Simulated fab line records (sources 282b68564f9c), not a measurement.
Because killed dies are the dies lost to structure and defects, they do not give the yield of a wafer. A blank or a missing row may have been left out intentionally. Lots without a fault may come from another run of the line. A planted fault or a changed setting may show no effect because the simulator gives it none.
A struck lot beside a sound one / flow ritCmos / 18 out of 202 route steps
Sound: these wafers, L772.1, L772.2, L772.5. The struck wafers were L776.2, L776.4, L776.6. Last of all comes the cause.
Per side, at each step with rows, come the tool, then ch with its chambers, and then its first start. Under that, the readings that differ: sound wafers / struck wafers / difference of the means / sigmas: that difference in standard deviations of wafers without a fault.
alike: same words and numbers on both sides, and readings whose means sit less than 2 such deviations apart. not compared: any withheld reading, any reading some wafer has no value for, any bound like >300 that may hide the same value, and any number with overlapping values for which the record gives no deviation.
A row with sigmas, a row that says differs or no value, or rows on one side alone: a step with any of these is where the two part. When numbers do not overlap yet have no deviation, they are printed without sigmas and do not part them. A reading that every wafer of one side lacks parts them only if that side has two wafers or more.

first, 1 step without rows for these wafers: RIT_GATE_HARDBAKE_18 (time 60 s).
RIT_GATE_ETCH_19: etches poly-Si in SF6/CHF3/O2, stops on SiO2, time 165 s, target depth 312.5 nm.
  sound on rieSi-02 ch 1,3, day 4 05:56; struck on rieSi-02 ch 1,2, day 4 23:29
  alike: SF6_flow_sccm, drypumpMotorCurrentA, oesProductAu, throttleValvePct
  not compared: rfHoursCounterH
RIT_GATE_STRIP_20: strips in O2, time 180 s.
  sound on plasmaAsher-02 ch 0,1, day 4 06:03; struck on plasmaAsher-03 ch 0,1, day 4 23:36
  alike: drypumpMotorCurrentA
  not compared: rfHoursCounterH
RIT_GATE_CD_MEAS_90: target cd 150 nm.
  sound on cdSem-01, day 4 06:13; struck on cdSem-02, day 4 23:48
  alike: cdNm
then, 4 steps without rows for these wafers: RIT_REOX_CLEAN_00 (cleans in SC1, time 600 s); RIT_REOX_CLEAN_01 (cleans in dHF, time 30 s); RIT_REOX_CLEAN_02 (cleans in SC2, time 600 s); RIT_REOX_OXIDATION_03 (target thk 25.2 nm, ox time 5580 s).
RIT_REOX_THK_MEAS_04:
  sound on filmMetro-03, day 4 10:11; struck on filmMetro-03, day 5 04:47
  alike: REOX_OXIDE_THK
then, 3 steps without rows for these wafers: RIT_NLDD_HMDS_00 (prime time 60 s); RIT_NLDD_COAT_01 (resist thk 1000 nm); RIT_NLDD_SOFTBAKE_02 (time 60 s).
RIT_NLDD_EXPOSE_03: exposes mask M7, target cd 40700 nm.
  sound on ilineStepper-01 ch 0, day 4 10:53; struck on ilineStepper-01 ch 0, day 5 05:19
reading=model.NLDD.overlayXNm (nm); sound=0.726 0.726 0.726; struck=-301.7 -301.7 -301.7; difference=-302.4; sigmas=
  alike: mask, reticleTempC
then, 2 steps without rows for these wafers: RIT_NLDD_PEB_04; RIT_NLDD_DEVELOP_05 (develop time 50 s).
RIT_NLDD_OVL_MEAS_06:
  sound on overlay-01, day 4 11:18; struck on overlay-02, day 5 05:41
reading=NLDD_OVL (nm); sound=-1.3 -1.2 -0.6; struck=-301.7 -301.7 -301.2; difference=-300.5; sigmas=-99 or more
then, 1 step without rows for these wafers: RIT_NLDD_HARDBAKE_07 (time 60 s).
RIT_M1_PROBE_99:
  sound on prober-01, day 5 02:40; struck on prober-01, day 5 21:32
reading=model.etest.nldd.widthNm (nm); sound=3182 3173 3171; struck=2967 2960 2962; difference=-212; sigmas=
reading=model.etest.nldd.lineOhmUm; sound=114.5 113.6 117.8; struck=127.2 126.5 129.4; difference=+12.4; sigmas=
  alike: killedAtContacts, killedAtFrontEnd, killedDies, killedOnRim, killedOpen, killedShort

== WHERE THEY PART ==
Within this record, at RIT_NLDD_OVL_MEAS_06 only. Later steps at which nothing parts them and some readings are alike: RIT_M1_PROBE_99.

WHY: whatever the simulator had introduced
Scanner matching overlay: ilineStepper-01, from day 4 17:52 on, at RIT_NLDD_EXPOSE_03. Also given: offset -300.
